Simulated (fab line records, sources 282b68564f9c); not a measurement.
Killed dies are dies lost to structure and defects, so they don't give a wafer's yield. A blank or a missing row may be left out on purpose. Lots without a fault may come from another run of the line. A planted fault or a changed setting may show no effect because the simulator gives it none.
fab line records | flow rit_cmos
record lots=14 wafers=42 last_day=7
route steps=202 shown CONTACT@168
lots that met no fault: from a run of the same line without faults
start_h: hours from the record's first day to the start of the lot's first wafer shown | wait_h: hours since the lot's step before | " the same as in the row above | L1.1+2: a row that stands for several wafers | - no value, or no start given | * or withheld: withheld | < > ~ a bound
route shown NAME@n: a module of which the file shows steps, and the number in the route of the first | usual: mean/standard deviation of fault-free wafers | same: alike in all rows | chamber/n: place in a boat | sites: the reading at each site | _std_site: their standard deviation | _edge_site: outer sites' mean less inner sites' | radius_mm: how far each site lies from the wafer's centre | mask NAME#n: copy n | behind: the tool/chamber that last shaped the wafer | hold: why the lot was held/for how many hours/how that ended | device: the transistor (n, p or np) that didn't switch | end of line: the same wafers' tests at the end of the route | a step without rows: its recipe alone | killed: dies lost to structure and defects at the first sort, not the wafer's yield | map: a wafer's dies, x killed, . not, _ none there
set.NAME: the setting as run; set.NAME@STEP: as run at that earlier step | model.NAME: the simulator's own value behind a step, which no gauge read
steps of the route over a sample of lots; a table a step, a row a wafer
services: from which hour (start_h, from the record's first day; less than 0 if before it) a tool's chamber was out of use, for how many hours, and why
## steps
# step RIT_CONTACT_CVD_00
# recipe material=SiO2 target_thk_nm=400 precursor=TEOS temp_c=390 time_s=61 rf_w=400
# usual heater_power_w=325/47 rf_fwd_power_W=396.5/1.4
# columns lot.wafer tool chamber start_h wait_h heater_power_w rf_fwd_power_W
L814.2 pecvd-03 0 51.85 0.0 367 395.6
L814.3 " 1 " " 323 395.3
L814.6 " 2 " " 264 397.5
L815.3 pecvd-02 2 56.91 0.1 347 400.8
L815.5 " 2 " " 360 398.3
L815.6 " 0 " " 260 394.3
L817.2 pecvd-03 1 67.28 0.0 308 396.2
L817.3 " 2 " " 234 396.4
L817.5 " 1 " " 329 394.7
L821.4 pecvd-04 1 86.64 0.0 352 398.3
L821.5 " 2 " " 322 395.5
L821.6 " 0 " " 311 395.1
L822.2 pecvd-02 0 91.27 0.0 271 398.2
L822.5 " 0 " " 286 395.5
L822.6 " 2 " " 382 398.0
L823.1 pecvd-03 1 96.73 0.1 328 396.8
L823.2 " 0 " " 304 556.0
L823.4 " 1 " " 333 398.4
L824.1 pecvd-04 1 100.55 0.1 336 397.4
L824.3 " 0 " " 368 397.2
L824.6 " 1 " " 350 398.3
L826.1 pecvd-03 2 109.75 0.1 284 397.8
L826.2 " 0 " " 287 555.6
L826.5 " 1 " " 299 397.2
L830.3 pecvd-04 0 130.08 0.0 335 396.1
L830.5 " 1 " " 372 396.0
L830.6 " 2 " " 406 396.2
L831.1 pecvd-02 0 136.00 0.1 286 395.7
L831.2 " 1 " " 375 398.1
L831.4 " 0 " " 209 395.8
L833.1 pecvd-04 2 144.81 0.1 421 396.8
L833.3 " 0 " " 375 396.7
L833.5 " 2 " " 322 394.3
L834.1 pecvd-02 1 150.23 0.1 285 396.9
L834.4 " 2 " " 363 394.9
L834.5 " 1 " " 300 398.0
L836.1 pecvd-04 0 160.11 0.1 324 396.3
L836.3 " 1 " " 279 398.6
L836.6 " 0 " " 339 395.1
L837.1 pecvd-02 0 167.91 0.1 292 395.2
L837.3 " 2 " " 347 398.7
L837.5 " 1 " " 340 397.7
# step RIT_CONTACT_THK_MEAS_01
# recipe reads=SiO2_of_CONTACT_CVD_00
# usual CONTACT_TEOS_THK=398/6.4
# columns lot.wafer tool chamber start_h wait_h CONTACT_TEOS_THK[nm]
L814.2 film_metro-03 - 51.91 0.0 396
L814.3 " - " " 387
L814.6 " - " " 399
L815.3 film_metro-03 - 56.98 0.0 403
L815.5 " - " " 401
L815.6 " - " " 400
L817.2 film_metro-03 - 67.34 0.0 398
L817.3 " - " " 404
L817.5 " - " " 407
L821.4 film_metro-01 - 86.69 0.0 400
L821.5 " - " " 393
L821.6 " - " " 399
L822.2 film_metro-04 - 91.36 0.1 392
L822.5 " - " " 394
L822.6 " - " " 407
L823.1 film_metro-04 - 96.78 0.0 398
L823.2 " - " " 440
L823.4 " - " " 400
L824.1 film_metro-03 - 100.60 0.0 404
L824.3 " - " " 398
L824.6 " - " " 408
L826.1 film_metro-03 - 109.81 0.0 399
L826.2 " - " " 443
L826.5 " - " " 403
L830.3 film_metro-01 - 130.15 0.0 400
L830.5 " - " " 404
L830.6 " - " " 394
L831.1 film_metro-01 - 136.05 0.0 385
L831.2 " - " " 389
L831.4 " - " " 389
L833.1 film_metro-01 - 144.86 0.0 385
L833.3 " - " " 393
L833.5 " - " " 391
L834.1 film_metro-04 - 150.28 0.0 388
L834.4 " - " " 397
L834.5 " - " " 399
L836.1 film_metro-01 - 160.16 0.0 388
L836.3 " - " " 392
L836.6 " - " " 399
L837.1 film_metro-01 - 167.96 0.0 391
L837.3 " - " " 398
L837.5 " - " " 397
## services
# columns tool chamber start_h hours kind
pecvd-04 1 46.80 7.3 repair
pecvd-02 - 74.62 14.6 pm
pecvd-03 0 112.44 3.9 repair
pecvd-04 1 131.31 4.6 repair
pecvd-04 - 164.88 0.6 repair
## key
first_sign step=RIT_CONTACT_CVD_00 reading=rf_fwd_power_W direction=up sigmas=99+ usual=396.5 struck=555.8
effect step=RIT_CONTACT_THK_MEAS_01 reading=CONTACT_TEOS_THK direction=up sigmas=6.7 usual=398 struck=441
met_at RIT_CONTACT_CVD_00
struck_lots L823,L826
struck_wafers L823.2,L826.2
sort_left_out L826.2
tester_left_out L823,L826
onset_between 51.85 96.73
fault kind=process_parameter_drift tool=pecvd-03 chamber=0 onset_h=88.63 steps=RIT_CONTACT_CVD_00 channel=rf_w offset=160 shape=step end_h=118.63 stated=400
# tester_left_out: of these lots the tester's yield and bins aren't shown, on N5 and GAA mostly nor the transistor test; their killed dies are dies lost to structure and defects alone, not to doping, threshold or leakage, so they don't give the yield
# sort_left_out: the simulated sort isn't trusted on such a fault, so these wafers' sort isn't shown, and their yield isn't known
